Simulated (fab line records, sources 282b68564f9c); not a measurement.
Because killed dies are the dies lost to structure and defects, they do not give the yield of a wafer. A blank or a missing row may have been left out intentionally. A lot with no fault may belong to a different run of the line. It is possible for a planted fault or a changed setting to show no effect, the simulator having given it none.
fab line records	flow ritCmos
[record] lots = 6	wafers = 18	lastDay = 7
route steps=202 shown FOX2@24 NWELL@28 PWELL@39 WELLDRIVE@50 NRETRO@53 PRETRO@64 M1@196
lots untouched by any fault: they come from a run of this same line in which no faults occurred
startH: hours from the record's first day to the start of the lot's first wafer shown	waitH: hours from the lot's prior step to this one	" the same as in the row above	L1.1+2: a single row standing in for several wafers	- value missing, or start not given	* or withheld: withheld	< > ~ a bound
route shown NAME@n: names a module that has steps shown in the file, with the first one's number in the route	usual: mean/standard deviation taken from wafers without a fault	same: alike in all rows	chamber/n: place in a boat	sites: each site's reading	_std_site: standard deviation of those values	_edge_site: the outer-site mean with the inner-site mean subtracted	radiusMm: how far each site lies from the wafer's centre	mask NAME#n: copy n	behind: the most recent tool/chamber to have shaped the wafer	hold: cause of the lot's hold/its duration in hours/its outcome	device: transistor that didn't switch, given as n, p or np	end of line: the route-end tests of the same wafers	a step given without rows: its recipe and nothing more	killed: at the first sort, the dies lost to defects and structure; wafer yield is something else	map: per-die view of a wafer (x killed, . not killed, _ where there is no die)
set.NAME: the run value of the setting; set.NAME@STEP: its run value at that earlier step	model.NAME: the simulator's own value behind a step, which no gauge read
certain route steps with their lots: each step a table, each wafer a row
services: the hour from which a tool's chamber was out of use, counted from the record's first day as startH (under 0 if before that day), plus the number of hours and why
[[steps]]
[step RIT_FOX2_THK_MEAS_01]
[recipe] reads = SiO2_of_FOX2_OXIDATION_00
[usual] FOX2_OXIDE_THK = 350/7.9
lot.wafer	tool	chamber	startH	waitH	FOX2_OXIDE_THK[nm]
L941.3	filmMetro-04	-	30.68	0.0	350
L941.5	"	-	"	"	343
L941.6	"	-	"	"	345
L948.3	filmMetro-01	-	60.37	0.0	357
L948.4	"	-	"	"	357
L948.5	"	-	"	"	359
L952.3	filmMetro-01	-	84.20	0.0	347
L952.4	"	-	"	"	338
L952.5	"	-	"	"	344
L953.4	filmMetro-04	-	93.51	0.0	355
L953.5	"	-	"	"	361
L953.6	"	-	"	"	361
L955.2	filmMetro-03	-	99.54	0.0	347
L955.5	"	-	"	"	347
L955.6	"	-	"	"	348
L960.1	filmMetro-04	-	121.06	0.0	366
L960.4	"	-	"	"	359
L960.6	"	-	"	"	365
[step RIT_FOX2_CLEAN_02]
[recipe] chemistry = dHF	dilution = 50:1	timeS = 180
[step RIT_FOX2_WET_ETCH_03]
[recipe] chemistry = H3PO4	target = Si3N4	targetDepthNm = 195	tempC = 165	timeS = 2700
[step RIT_FOX2_THK_MEAS_90]
[recipe] reads = SiO2_of_FOX2_OXIDATION_00
[usual] FIELD_OXIDE_LEFT_1_THK = 323/7.9
lot.wafer	tool	chamber	startH	waitH	FIELD_OXIDE_LEFT_1_THK[nm]
L941.3	filmMetro-03	-	31.63	0.0	323
L941.5	"	-	"	"	316
L941.6	"	-	"	"	317
L948.3	filmMetro-04	-	61.25	0.0	329
L948.4	"	-	"	"	330
L948.5	"	-	"	"	332
L952.3	filmMetro-01	-	85.15	0.0	319
L952.4	"	-	"	"	310
L952.5	"	-	"	"	317
L953.4	filmMetro-01	-	95.15	0.0	328
L953.5	"	-	"	"	333
L953.6	"	-	"	"	334
L955.2	filmMetro-04	-	100.41	0.0	320
L955.5	"	-	"	"	320
L955.6	"	-	"	"	322
L960.1	filmMetro-03	-	122.01	0.0	338
L960.4	"	-	"	"	331
L960.6	"	-	"	"	337
[step RIT_NWELL_HMDS_00]
[recipe] primeTimeS = 60	primeTempC = 140
[step RIT_NWELL_COAT_01]
[recipe] resist = NOVOLAK	spinRpm = 2000	resistThkNm = 1300
[step RIT_NWELL_SOFTBAKE_02]
[recipe] resist = NOVOLAK	tempC = 90	timeS = 60
[step RIT_NWELL_EXPOSE_03]
[recipe] maskId = M2	na = 0.57	targetCdNm = 43900	doseMj = 250
[step RIT_NWELL_PEB_04]
[recipe] resist = NOVOLAK	tempC = withheld	timeS = withheld
[step RIT_NWELL_DEVELOP_05]
[recipe] resist = NOVOLAK	developTimeS = 68	devTempC = 23
[step RIT_NWELL_OVL_MEAS_06]
[usual] NWELL_OVL = -0.5/1.4
lot.wafer	tool	chamber	startH	waitH	NWELL_OVL[nm]
L941.3	overlay-01	-	32.69	-	-0.2
L941.5	"	-	"	"	-0.4
L941.6	"	-	"	"	0.5
L948.3	overlay-02	-	62.27	-	-1.7
L948.4	"	-	"	"	-1.8
L948.5	"	-	"	"	-1.3
L952.3	overlay-02	-	86.21	-	-3.2
L952.4	"	-	"	"	-2.5
L952.5	"	-	"	"	-1.2
L953.4	overlay-01	-	96.20	-	-1.9
L953.5	"	-	"	"	-1.4
L953.6	"	-	"	"	0.7
L955.2	overlay-02	-	101.57	-	-0.3
L955.5	"	-	"	"	-1.4
L955.6	"	-	"	"	-1.5
L960.1	overlay-02	-	122.95	-	-0.9
L960.4	"	-	"	"	-1.9
L960.6	"	-	"	"	-0.9
[step RIT_NWELL_HARDBAKE_07]
[recipe] resist = NOVOLAK	tempC = 140	timeS = 120
[step RIT_NWELL_IMPLANT_08]
[recipe] species = P	energyKev = 170	doseCm2 = 5e+13	tiltDeg = 7.32
[usual] doseIonsCm2 = 5e+13/5.1e+10	faradayCurrentUA = 158/3.1
lot.wafer	tool	chamber	startH	waitH	doseIonsCm2	faradayCurrentUA
L941.3	implanter-04	0	33.02	0.2	5.002e+13	165
L941.5	"	0	"	"	4.996e+13	156
L941.6	"	0	"	"	5.005e+13	154
L948.3	implanter-01	0	62.59	0.2	4.991e+13	155
L948.4	"	0	"	"	4.994e+13	156
L948.5	"	0	"	"	4.989e+13	160
L952.3	implanter-04	0	86.53	0.2	8.003e+13	257
L952.4	"	0	"	"	8.002e+13	252
L952.5	"	0	"	"	8.002e+13	251
L953.4	implanter-04	0	96.54	0.2	8.002e+13	252
L953.5	"	0	"	"	7.993e+13	246
L953.6	"	0	"	"	7.993e+13	258
L955.2	implanter-02	0	101.87	0.2	5.002e+13	159
L955.5	"	0	"	"	5.003e+13	153
L955.6	"	0	"	"	4.996e+13	160
L960.1	implanter-02	0	123.23	0.2	4.996e+13	155
L960.4	"	0	"	"	4.995e+13	161
L960.6	"	0	"	"	4.998e+13	164
[step RIT_NWELL_STRIP_09]
[recipe] chemistry = O2	timeS = 180	resist = NOVOLAK	platenTempC = withheld	powerW = 500	pressureMtorr = 4000	o2FlowSccm = 4000
[usual] drypumpMotorCurrentA = 5.3/0.32
lot.wafer	tool	chamber	startH	waitH	drypumpMotorCurrentA	rfHoursCounterH
L941.3	plasmaAsher-04	1	33.18	0.1	5.3	-
L941.5	"	0	"	"	5.9	-
L941.6	"	1	"	"	5.3	-
L948.3	plasmaAsher-04	0	62.75	0.1	5.9	-
L948.4	"	1	"	"	5.3	-
L948.5	"	0	"	"	5.9	-
L952.3	plasmaAsher-02	0	86.69	0.1	5.3	-
L952.4	"	1	"	"	5.3	-
L952.5	"	0	"	"	5.3	-
L953.4	plasmaAsher-02	0	96.68	0.1	5.3	-
L953.5	"	0	"	"	5.3	-
L953.6	"	1	"	"	5.4	-
L955.2	plasmaAsher-01	0	102.00	0.1	5.0	44
L955.5	"	1	"	"	4.9	-
L955.6	"	0	"	"	5.0	-
L960.1	plasmaAsher-02	0	123.38	0.1	5.3	51
L960.4	"	1	"	"	5.3	-
L960.6	"	0	"	"	5.3	-
[step RIT_NWELL_TW_MEAS_10]
[usual] NWELL_TW = 2141/18
lot.wafer	tool	chamber	startH	waitH	NWELL_TW
L941.3	filmMetro-02	-	33.31	0.1	2145
L941.5	"	-	"	"	2141
L941.6	"	-	"	"	2153
L948.3	filmMetro-02	-	62.88	0.1	2144
L948.4	"	-	"	"	2165
L948.5	"	-	"	"	2156
L952.3	filmMetro-01	-	86.82	0.1	2460
L952.4	"	-	"	"	2467
L952.5	"	-	"	"	2470
L953.4	filmMetro-01	-	96.82	0.1	2453
L953.5	"	-	"	"	2463
L953.6	"	-	"	"	2449
L955.2	filmMetro-04	-	102.18	0.1	2141
L955.5	"	-	"	"	2134
L955.6	"	-	"	"	2138
L960.1	filmMetro-04	-	123.56	0.1	2143
L960.4	"	-	"	"	2145
L960.6	"	-	"	"	2141
[step RIT_PWELL_HMDS_00]
[recipe] primeTimeS = 60	primeTempC = 140
[step RIT_PWELL_COAT_01]
[recipe] resist = NOVOLAK	spinRpm = 2000	resistThkNm = 1300
[step RIT_PWELL_SOFTBAKE_02]
[recipe] resist = NOVOLAK	tempC = 90	timeS = 60
[step RIT_PWELL_EXPOSE_03]
[recipe] maskId = M3	na = 0.57	targetCdNm = 43700	doseMj = 250
[step RIT_PWELL_PEB_04]
[recipe] resist = NOVOLAK	tempC = withheld	timeS = withheld
[step RIT_PWELL_DEVELOP_05]
[recipe] resist = NOVOLAK	developTimeS = 68	devTempC = 23
[step RIT_PWELL_OVL_MEAS_06]
[usual] PWELL_OVL = 0.8/1.3
lot.wafer	tool	chamber	startH	waitH	PWELL_OVL[nm]
L941.3	overlay-01	-	34.24	-	0.2
L941.5	"	-	"	"	-0.5
L941.6	"	-	"	"	1.6
L948.3	overlay-01	-	63.94	-	2.1
L948.4	"	-	"	"	4.0
L948.5	"	-	"	"	1.7
L952.3	overlay-02	-	87.76	-	-0.9
L952.4	"	-	"	"	1.9
L952.5	"	-	"	"	-0.5
L953.4	overlay-02	-	97.88	-	3.1
L953.5	"	-	"	"	1.8
L953.6	"	-	"	"	1.5
L955.2	overlay-01	-	103.24	-	0.6
L955.5	"	-	"	"	0.2
L955.6	"	-	"	"	0.4
L960.1	overlay-01	-	124.68	-	1.1
L960.4	"	-	"	"	0.6
L960.6	"	-	"	"	0.9
[step RIT_PWELL_HARDBAKE_07]
[recipe] resist = NOVOLAK	tempC = 140	timeS = 120
[step RIT_PWELL_IMPLANT_08]
[recipe] species = B	energyKev = 167	doseCm2 = 7e+13	tiltDeg = 7
[step RIT_PWELL_STRIP_09]
[recipe] chemistry = O2	timeS = 180	resist = NOVOLAK	platenTempC = withheld	powerW = 500	pressureMtorr = 4000	o2FlowSccm = 4000
[usual] drypumpMotorCurrentA = 5.3/0.31
lot.wafer	tool	chamber	startH	waitH	drypumpMotorCurrentA	rfHoursCounterH
L941.3	plasmaAsher-02	0	34.73	0.1	5.3	-
L941.5	"	0	"	"	5.3	-
L941.6	"	1	"	"	5.3	-
L948.3	plasmaAsher-01	0	64.51	0.1	5.0	-
L948.4	"	1	"	"	4.9	-
L948.5	"	1	"	"	4.9	-
L952.3	plasmaAsher-01	1	88.24	0.1	4.9	-
L952.4	"	0	"	"	5.0	-
L952.5	"	1	"	"	4.8	-
L953.4	plasmaAsher-03	0	98.35	0.1	5.9	-
L953.5	"	0	"	"	5.9	-
L953.6	"	1	"	"	5.7	-
L955.2	plasmaAsher-03	1	103.67	0.1	5.7	29
L955.5	"	0	"	"	5.9	-
L955.6	"	1	"	"	5.7	-
L960.1	plasmaAsher-01	0	125.12	0.1	5.0	47
L960.4	"	0	"	"	5.0	-
L960.6	"	1	"	"	4.9	-
[step RIT_PWELL_TW_MEAS_10]
[usual] PWELL_TW = 949/7.4
lot.wafer	tool	chamber	startH	waitH	PWELL_TW
L941.3	filmMetro-02	-	34.86	0.1	952
L941.5	"	-	"	"	959
L941.6	"	-	"	"	951
L948.3	filmMetro-02	-	64.64	0.1	961
L948.4	"	-	"	"	958
L948.5	"	-	"	"	960
L952.3	filmMetro-04	-	88.38	0.1	950
L952.4	"	-	"	"	955
L952.5	"	-	"	"	958
L953.4	filmMetro-02	-	98.50	0.1	954
L953.5	"	-	"	"	958
L953.6	"	-	"	"	956
L955.2	filmMetro-04	-	103.86	0.1	949
L955.5	"	-	"	"	948
L955.6	"	-	"	"	949
L960.1	filmMetro-04	-	125.29	0.1	953
L960.4	"	-	"	"	949
L960.6	"	-	"	"	953
[step RIT_WELLDRIVE_ANNEAL_00]
[recipe] tempC = 1100	timeS = 14700	ambient = N2
[step RIT_WELLDRIVE_RS_MEAS_01]
[recipe] thkMeasGauge = four-point-probe
[usual] NWELL_RS = 275.7/0.8
lot.wafer	tool	chamber	startH	waitH	NWELL_RS[ohm/sq]
L941.3	filmMetro-04	-	42.72	0.0	276.0
L941.5	"	-	"	"	275.4
L941.6	"	-	"	"	275.7
L948.3	filmMetro-04	-	69.81	0.0	276.8
L948.4	"	-	"	"	276.2
L948.5	"	-	"	"	276.5
L952.3	filmMetro-02	-	96.94	0.0	209.0
L952.4	"	-	"	"	209.2
L952.5	"	-	"	"	208.7
L953.4	filmMetro-02	-	103.67	0.1	208.4
L953.5	"	-	"	"	208.4
L953.6	"	-	"	"	208.4
L955.2	filmMetro-01	-	111.11	0.0	275.6
L955.5	"	-	"	"	275.4
L955.6	"	-	"	"	275.4
L960.1	filmMetro-02	-	131.25	0.0	275.5
L960.4	"	-	"	"	275.3
L960.6	"	-	"	"	275.6
[step RIT_WELLDRIVE_RS_MEAS_02]
[recipe] thkMeasGauge = four-point-probe
[usual] PWELL_RS = 430.9/1.3
lot.wafer	tool	chamber	startH	waitH	PWELL_RS[ohm/sq]
L941.3	filmMetro-04	-	42.84	0.1	431.7
L941.5	"	-	"	"	432.3
L941.6	"	-	"	"	431.7
L948.3	filmMetro-04	-	69.93	0.1	430.4
L948.4	"	-	"	"	430.6
L948.5	"	-	"	"	430.9
L952.3	filmMetro-02	-	97.06	0.1	432.1
L952.4	"	-	"	"	431.8
L952.5	"	-	"	"	431.5
L953.4	filmMetro-02	-	103.79	0.1	431.7
L953.5	"	-	"	"	430.7
L953.6	"	-	"	"	430.5
L955.2	filmMetro-01	-	111.23	0.1	431.9
L955.5	"	-	"	"	431.4
L955.6	"	-	"	"	430.3
L960.1	filmMetro-02	-	131.37	0.1	432.5
L960.4	"	-	"	"	432.4
L960.6	"	-	"	"	432.6
[step RIT_NRETRO_HMDS_00]
[recipe] primeTimeS = 60	primeTempC = 140
[step RIT_NRETRO_COAT_01]
[recipe] resist = NOVOLAK	spinRpm = 2000	resistThkNm = 1300
[step RIT_NRETRO_SOFTBAKE_02]
[recipe] resist = NOVOLAK	tempC = 90	timeS = 60
[step RIT_NRETRO_EXPOSE_03]
[recipe] maskId = M4	na = 0.57	targetCdNm = 43900	doseMj = 250
[step RIT_NRETRO_PEB_04]
[recipe] resist = NOVOLAK	tempC = withheld	timeS = withheld
[step RIT_NRETRO_DEVELOP_05]
[recipe] resist = NOVOLAK	developTimeS = 68	devTempC = 23
[step RIT_NRETRO_OVL_MEAS_06]
[usual] NRETRO_OVL = 1.6/1.4
lot.wafer	tool	chamber	startH	waitH	NRETRO_OVL[nm]
L941.3	overlay-02	-	43.81	-	3.5
L941.5	"	-	"	"	4.7
L941.6	"	-	"	"	3.5
L948.3	overlay-02	-	71.03	-	2.2
L948.4	"	-	"	"	-0.1
L948.5	"	-	"	"	0.0
L952.3	overlay-02	-	98.18	-	-0.3
L952.4	"	-	"	"	2.0
L952.5	"	-	"	"	0.5
L953.4	overlay-02	-	104.75	-	1.7
L953.5	"	-	"	"	1.7
L953.6	"	-	"	"	2.9
L955.2	overlay-01	-	112.34	-	2.5
L955.5	"	-	"	"	2.4
L955.6	"	-	"	"	1.5
L960.1	overlay-02	-	132.81	-	3.7
L960.4	"	-	"	"	0.8
L960.6	"	-	"	"	0.9
[step RIT_NRETRO_HARDBAKE_07]
[recipe] resist = NOVOLAK	tempC = 140	timeS = 120
[step RIT_NRETRO_IMPLANT_08]
[recipe] species = P	energyKev = 70	doseCm2 = 9.82e+12	tiltDeg = 7
[step RIT_NRETRO_STRIP_09]
[recipe] chemistry = O2	timeS = 180	resist = NOVOLAK	platenTempC = withheld	powerW = 500	pressureMtorr = 4000	o2FlowSccm = 4000
[usual] drypumpMotorCurrentA = 5.57/0.26
lot.wafer	tool	chamber	startH	waitH	drypumpMotorCurrentA	rfHoursCounterH
L941.3	plasmaAsher-03	1	44.29	0.1	5.65	-
L941.5	"	0	"	"	5.87	-
L941.6	"	1	"	"	5.65	-
L948.3	plasmaAsher-02	0	71.51	0.1	5.30	-
L948.4	"	1	"	"	5.34	-
L948.5	"	0	"	"	5.32	-
L952.3	plasmaAsher-03	0	98.66	0.1	5.92	-
L952.4	"	1	"	"	5.69	-
L952.5	"	1	"	"	5.68	-
L953.4	plasmaAsher-03	0	105.23	0.1	5.90	-
L953.5	"	1	"	"	5.67	-
L953.6	"	0	"	"	5.92	-
L955.2	plasmaAsher-02	0	112.77	0.1	5.29	50
L955.5	"	1	"	"	5.34	-
L955.6	"	0	"	"	5.33	-
L960.1	plasmaAsher-02	1	133.40	0.2	5.38	53
L960.4	"	1	"	"	5.33	-
L960.6	"	1	"	"	5.33	-
[step RIT_NRETRO_TW_MEAS_10]
[usual] NRETRO_TW = 1048/6.7
lot.wafer	tool	chamber	startH	waitH	NRETRO_TW
L941.3	filmMetro-02	-	44.43	0.1	1051
L941.5	"	-	"	"	1044
L941.6	"	-	"	"	1051
L948.3	filmMetro-02	-	71.65	0.1	1048
L948.4	"	-	"	"	1051
L948.5	"	-	"	"	1056
L952.3	filmMetro-04	-	98.80	0.1	1041
L952.4	"	-	"	"	1042
L952.5	"	-	"	"	1051
L953.4	filmMetro-04	-	105.37	0.1	1041
L953.5	"	-	"	"	1040
L953.6	"	-	"	"	1040
L955.2	filmMetro-03	-	112.95	0.1	1044
L955.5	"	-	"	"	1055
L955.6	"	-	"	"	1042
L960.1	filmMetro-03	-	133.57	0.1	1050
L960.4	"	-	"	"	1060
L960.6	"	-	"	"	1046
[step RIT_PRETRO_HMDS_00]
[recipe] primeTimeS = 60	primeTempC = 140
[step RIT_PRETRO_COAT_01]
[recipe] resist = NOVOLAK	spinRpm = 2000	resistThkNm = 1300
[step RIT_M1_METAL_ETCH_12]
[recipe] stopOn = SiO2	chemistry = Cl2/BCl3	target = Al	timeS = 165	overEtchFrac = 0.5	pressureMtorr = 100	targetDepthA = 6000	rfW = 243.5	Cl2_flow_sccm = 60	bcl3FlowSccm = 50
[usual] drypumpMotorCurrentA = 6.2/0.55	heBacksideLeakSccm = 3.33/0.24	oesProductAu = 0.775/0.0091	throttleValvePct = 8.24/0.069
lot.wafer	tool	chamber	startH	waitH	drypumpMotorCurrentA	heBacksideLeakSccm	oesProductAu	rfHoursCounterH	throttleValvePct	model.M1.cdNm
L941.3	rieMetal-03	1	70.61	0.2	6.2	3.14	0.777	-	8.36	2606
L941.5	"	1	"	"	6.2	2.96	0.787	-	8.38	2603
L941.6	"	0	"	"	6.8	3.22	0.781	-	8.19	2603
L948.3	rieMetal-02	1	101.41	0.2	5.7	3.27	0.776	-	8.22	2603
L948.4	"	0	"	"	6.4	3.14	0.785	-	8.21	2601
L948.5	"	0	"	"	6.4	3.31	0.777	-	8.21	2601
L952.3	rieMetal-03	0	132.65	0.2	6.7	3.38	0.760	-	8.18	2577
L952.4	"	1	"	"	6.2	3.19	0.765	-	8.37	2576
L952.5	"	0	"	"	6.7	3.46	0.760	-	8.17	2575
L953.4	rieMetal-02	0	138.07	0.1	6.4	3.15	0.792	-	8.22	2604
L953.5	"	0	"	"	6.4	3.39	0.777	-	8.22	2602
L953.6	"	1	"	"	5.6	3.56	0.785	-	8.22	2605
L955.2	rieMetal-02	0	141.25	0.2	6.4	3.41	0.785	3	8.23	2599
L955.5	"	0	"	"	6.4	3.26	0.788	-	8.21	2599
L955.6	"	1	"	"	5.7	3.62	0.783	-	8.20	2602
L960.1	rieMetal-02	1	161.00	0.2	5.7	3.59	0.784	4	8.21	2605
L960.4	"	0	"	"	6.4	3.10	0.789	-	8.22	2600
L960.6	"	1	"	"	5.6	3.35	0.784	-	8.20	2601
[step RIT_M1_PROBE_99]
[usual] killedAtContacts = 0.1/0.25	killedAtFrontEnd = 7/3.2	killedDies = 7/3.2	killedOpen = 3.5/2.2	killedShort = 3.6/2.1
[same] grossDies = 264	killed_at_M0_to_M3 = 0	killed_at_M4_up = 0	killedAtBackSide = 0	killedAtOther = 0
lot.wafer	tool	chamber	startH	waitH	killedAtContacts	killedAtFrontEnd	killedDies	killedOpen	killedShort
L941.3	prober-01	-	72.91	0.2	0	8	8	4	4
L941.5	prober-01	-	73.01	0.2	0	6	6	5	1
L941.6	prober-01	-	73.06	0.2	0	3	3	1	2
// killed by level:class
L941.3 GATE:geometricParticle:open=3 GATE:geometricParticle:short=2 REOX:geometricParticle:short=1 REOX:geometricParticle:open=1 SPACER:geometricParticle:short=1
L941.5 SILICIDE:geometricParticle:open=2 FOX1:geometricParticle:open=1 FOX1:geometricParticle:short=1 GATE:geometricParticle:open=1 SPACER:geometricParticle:open=1
L941.6 FOX1:geometricParticle:short=1 GATE:geometricParticle:open=1 SILICIDE:geometricParticle:short=1
[[services]]
tool	chamber	startH	hours	kind
rieMetal-03	0	14.38	-	clean
rieMetal-03	1	14.38	-	clean
plasmaAsher-04	-	17.94	6.0	repair
plasmaAsher-04	-	43.51	3.7	repair
plasmaAsher-04	-	51.11	3.1	repair
rieMetal-02	-	55.97	14.6	pm
implanter-01	-	66.67	3.3	pm
plasmaAsher-03	-	69.14	3.4	repair
implanter-04	-	69.98	3.8	pm
plasmaAsher-04	-	77.09	1.1	repair
implanter-01	-	92.11	1.5	repair
implanter-01	-	98.33	10.6	repair
plasmaAsher-04	-	108.75	9.0	pm
plasmaAsher-04	0	108.75	9.0	ventCycle
rieMetal-02	-	109.94	0.8	repair
plasmaAsher-03	-	121.61	15.6	pm
implanter-01	-	124.51	4.6	pm
plasmaAsher-04	-	131.12	4.3	pm
rieMetal-02	-	132.45	1.4	pm
plasmaAsher-03	-	146.76	0.7	repair
rieMetal-02	-	152.10	1.1	repair
implanter-04	-	154.48	1.6	repair
implanter-02	-	155.14	5.4	pm
plasmaAsher-01	-	160.90	2.8	pm
[[key]]
[firstSign] step = RIT_NWELL_IMPLANT_08	reading = doseIonsCm2	direction = up	sigmas = 99+	usual = 5e+13	struck = 7.999e+13
[effect] step = RIT_NWELL_IMPLANT_08	reading = faradayCurrentUA	direction = up	sigmas = 30	usual = 158	struck = 253
[effect] step = RIT_NWELL_TW_MEAS_10	reading = NWELL_TW	direction = up	sigmas = 18	usual = 2141	struck = 2460
[effect] step = RIT_WELLDRIVE_RS_MEAS_01	reading = NWELL_RS	direction = down	sigmas = 83	usual = 275.7	struck = 208.7
[modelEffect] step = RIT_M1_METAL_ETCH_12	value = M1.cdNm	without = 2601	struck = 2590
metAt RIT_NWELL_IMPLANT_08
struckWafers L952.3,L952.4,L952.5,L953.4,L953.5,L953.6
testerLeftOut L952,L953
[loopTrim] step = RIT_M1_EXPOSE_06	setting = dose	lots = L952
onsetBetween 33.02 86.53
[fault] kind = processParameterDrift	tool = implanter-04	chamber = -	onsetH = 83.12	steps = RIT_NWELL_IMPLANT_08	channel = doseCm2	offset = 3e+13	shape = step	endH = 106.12	actsIn = theseRecipesOnly	stated = 5e+13
// testerLeftOut: of these lots the tester's yield and bins aren't shown, on N5 and GAA mostly nor the transistor test; their killed dies are dies lost to structure and defects alone, not to doping, threshold or leakage, so they don't give the yield
// loopTrim: a control loop set the setting to another value than it would have without faults
